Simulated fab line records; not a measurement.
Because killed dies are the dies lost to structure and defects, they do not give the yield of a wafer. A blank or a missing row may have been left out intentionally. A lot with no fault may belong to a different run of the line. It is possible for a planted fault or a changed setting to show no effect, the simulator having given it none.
Which tool did it?    flow rit-cmos    18 wafers from 6 lots sampled at 2 of the route's 202 steps

## WHAT THE GAUGES SHOWED, per wafer
RIT_CONTACT_THK_MEAS_01.
lot   measured     on             CONTACT_TEOS_THK (nm)
L936  day 3 11:46  film-metro-01  399 401 405
L938  day 3 20:22  film-metro-04  405 408 408
L941  day 4 08:26  film-metro-01  402 410 408
L944  day 5 00:28  film-metro-02  399 401 402
L953  day 7 07:01  film-metro-01  320 404 321
L957  day 8 01:56  film-metro-01  394 394 403

## WHAT TOOL EACH LOT RAN ON (gives the tool, then ch and the chambers of the sampled wafers, and finally the start)
lot   RIT_CONTACT_CVD_00
L936  pecvd-03 ch 0,1,2, day 3 11:43
L938  pecvd-04 ch 0,2, day 3 20:18
L941  pecvd-04 ch 0,2, day 4 08:23
L944  pecvd-04 ch 0,1, day 5 00:24
L953  pecvd-04 ch 1,2, day 7 06:58
L957  pecvd-03 ch 0,1,2, day 8 01:53
- RIT_CONTACT_CVD_00: deposits SiO2 from TEOS, target thk 400 nm, time 61 s.

## THE ANSWER, worked out from the rows above alone
Rule: the lots themselves supply what counts as usual. Put in order of their means at a reading, lots are off if they are a third of the lots or fewer, leave a main group of 4 or more, and stand apart from it by a gap of 3 or more times the standard deviation of the main group's means; of several such gaps the widest counts. If all means in a main group match to the digits the tables above print for the reading, that group is not used. Also off: a lot with no number at a reading for which 4 or more lots have one. Where the step has rows for the other lots, those lots are counted as sound.
Off: at RIT_CONTACT_THK_MEAS_01 (CONTACT_TEOS_THK), L953. For the main group the mean is 403 nm and the standard deviation 3.8.
If a tool, at a process step before that reading, ran all the lots that are off and no sound lot after the first of them, it fits. Gauges at RIT_CONTACT_THK_MEAS_01: tried the same way as those tools. One candidate fits, namely pecvd-04 at RIT_CONTACT_CVD_00. Its last sound lot is L944 (day 5 00:24), its first lot that is off L953 (day 7 06:58): a fault that began between those two fits.

## WHAT HAD BEEN PUT IN BY THE SIMULATOR
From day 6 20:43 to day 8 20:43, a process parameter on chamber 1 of pecvd-04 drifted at RIT_CONTACT_CVD_00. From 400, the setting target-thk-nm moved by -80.
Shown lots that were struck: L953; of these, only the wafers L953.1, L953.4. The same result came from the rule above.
